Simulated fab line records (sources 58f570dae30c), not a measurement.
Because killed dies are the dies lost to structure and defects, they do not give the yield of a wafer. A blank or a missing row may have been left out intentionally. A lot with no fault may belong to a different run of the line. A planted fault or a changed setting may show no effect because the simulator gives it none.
Which of the tools did it? :: flow berkeley-cmos170 :: Sampling: 7 lots, 21 wafers, 2 of 331 route steps

WHAT THE GAUGES READ, wafer by wafer
UCB170_GATE_THK_MEAS_02.
lot: L371
measured: day 6 07:55
on: film-metro-01
GATE_OXIDE_THK (nm): 6.64 6.65 6.63

lot: L374
measured: day 6 07:58
on: film-metro-04
GATE_OXIDE_THK (nm): 6.81 6.72 6.77

lot: L377
measured: day 7 15:39
on: film-metro-04
GATE_OXIDE_THK (nm): 6.57 6.60 6.51

lot: L379
measured: day 7 15:43
on: film-metro-02
GATE_OXIDE_THK (nm): 6.56 6.58 6.68

lot: L383
measured: day 8 08:32
on: film-metro-04
GATE_OXIDE_THK (nm): 6.47 6.54 6.45

lot: L385
measured: day 8 21:32
on: film-metro-04
GATE_OXIDE_THK (nm): 8.63 8.59 8.61 8.60 8.61 8.68

lot: L393
measured: day 11 00:29
on: film-metro-02
GATE_OXIDE_THK (nm): 6.39 6.42 6.27

EACH LOT AND THE TOOL THAT RAN IT (in order: tool; ch and the chambers of the sampled wafers; start)
lot: L371
UCB170_GATE_OXIDATION_01: furnace-03 ch 0, day 6 06:25

lot: L374
UCB170_GATE_OXIDATION_01: furnace-03 ch 0, day 6 06:25

lot: L377
UCB170_GATE_OXIDATION_01: furnace-04 ch 0, day 7 14:09

lot: L379
UCB170_GATE_OXIDATION_01: furnace-04 ch 0, day 7 14:09

lot: L383
UCB170_GATE_OXIDATION_01: furnace-04 ch 0, day 8 07:01

lot: L385
UCB170_GATE_OXIDATION_01: furnace-04 ch 0, day 8 20:02

lot: L393
UCB170_GATE_OXIDATION_01: furnace-01 ch 0, day 10 22:58
- UCB170_GATE_OXIDATION_01: target thk 6.6 nm, ox time 1800 s.

THE ANSWER, worked out from the rows above alone
Rule: what is usual is taken from the lots themselves. The widest of any qualifying gaps counts: lots, ordered by their means at a reading, are off when they make up no more than a third of the lots, leave a main group of 4 or more, and stand apart from it by 3 or more times the standard deviation of that group's means. Not used: any main group whose means are identical at the precision the tables above print for the reading. Also off: a lot with no number at a reading for which 4 or more lots have one. Any other lot the step has rows for is counted as sound.
Off: L385, at UCB170_GATE_THK_MEAS_02 (GATE_OXIDE_THK). Mean 6.57 nm and standard deviation 0.13 in the main group.
If a tool, at a process step before that reading, ran all the lots that are off and no sound lot after the first of them, it fits. The gauges at UCB170_GATE_THK_MEAS_02 are tried like those tools. This does not decide it: 2 tools fit, namely furnace-04 at UCB170_GATE_OXIDATION_01 and film-metro-04 at UCB170_GATE_THK_MEAS_02.

WHAT THE SIMULATOR HAD INSERTED
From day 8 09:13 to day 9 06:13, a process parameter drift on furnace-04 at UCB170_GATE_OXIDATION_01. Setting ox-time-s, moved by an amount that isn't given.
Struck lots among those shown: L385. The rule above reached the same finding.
